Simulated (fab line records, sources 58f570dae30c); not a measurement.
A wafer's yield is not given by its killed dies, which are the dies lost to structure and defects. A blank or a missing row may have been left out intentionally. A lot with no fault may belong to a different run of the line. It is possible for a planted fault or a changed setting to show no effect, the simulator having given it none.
Struck lot and sound lot, side by side | flow berkeleyCmos170 | 17 out of 331 route steps
Sound: these wafers, L550.1, L550.4, L550.6. Wafers L554.4, L554.5, L554.6 were the ones struck. The cause is given at the end.
Per side, at each step with rows, come the tool, then ch with its chambers, and then its first start. Under that, the readings that differ: sound wafers | struck wafers | difference of the means | sigmas: that difference in standard deviations of wafers without a fault.
alike: words and numbers the same on both sides, and readings whose means are apart by under 2 such deviations; not compared: readings that were withheld, readings missing a value for some wafer, numbers with overlapping values and no deviation given by the record, and bounds like >300 which may hide the same value.
A row with sigmas, a row that says differs or no value, or rows on one side alone: a step with any of these is where the two part. Numbers that have no deviation but don't overlap get no sigmas and don't part them. A reading that every wafer of one side lacks parts them only if that side has two wafers or more.

UCB170_NVT_OVL_MEAS_06:
  struck on overlay-02, day 8 03:27; sound on overlay-01, day 7 07:41
  alike: NVT_OVL
after that, 1 step had no rows for these wafers: UCB170_NVT_IMPLANT_07.
UCB170_NVT_STRIP_08: strips in O2.
  sound on plasmaAsher-04 ch 0,1, day 7 07:52; struck on plasmaAsher-01 ch 0,1, day 8 03:39
  alike: drypumpMotorCurrentA, oesProductAu, stripTimeToEndpointS
  not compared: rfHoursCounterH
UCB170_NVT_TW_MEAS_09:
  struck on filmMetro-03, day 8 03:44; sound on filmMetro-03, day 7 07:58
  alike: NVT_TW
then, 7 steps without rows for these wafers: UCB170_NVT_CLEAN_10 (cleans in SPM, time 600 s); UCB170_PVT_HMDS_00 (prime time 60 s); UCB170_PVT_COAT_01 (resist thk 900 nm); UCB170_PVT_SOFTBAKE_02 (time 60 s); UCB170_PVT_EXPOSE_03 (exposes mask NWELL, target cd 3000 nm); UCB170_PVT_PEB_04; UCB170_PVT_DEVELOP_05 (develop time 45 s).
UCB170_PVT_OVL_MEAS_06:
  struck on overlay-02, day 8 05:05; sound on overlay-02, day 7 09:11
  alike: PVT_OVL
UCB170_PVT_IMPLANT_07:
  sound on implanter-03 ch 0, day 7 09:13; struck on implanter-04 ch 0, day 8 05:29
UCB170_PVT_STRIP_08: strips in O2.
  sound on plasmaAsher-04 ch 0,1, day 7 09:22; struck on plasmaAsher-04 ch 0,1, day 8 05:36
  alike: drypumpMotorCurrentA, oesProductAu, stripTimeToEndpointS
  not compared: rfHoursCounterH
UCB170_PVT_TW_MEAS_09:
  struck on filmMetro-02, day 8 05:42; sound on filmMetro-01, day 7 09:28
reading | sound       | struck      | difference | sigmas
PVT_TW  | 507 510 507 | 628 625 628 | +119       | +35
then, 2 steps without rows for these wafers: UCB170_GATE_WET_ETCH_00 (etches SiO2 in dHF, time 200 s); UCB170_M3_PROBE_99.

WHERE THEY PART
At UCB170_PVT_TW_MEAS_09 and nowhere else, as far as this record goes.

WHY: the cause the simulator had injected
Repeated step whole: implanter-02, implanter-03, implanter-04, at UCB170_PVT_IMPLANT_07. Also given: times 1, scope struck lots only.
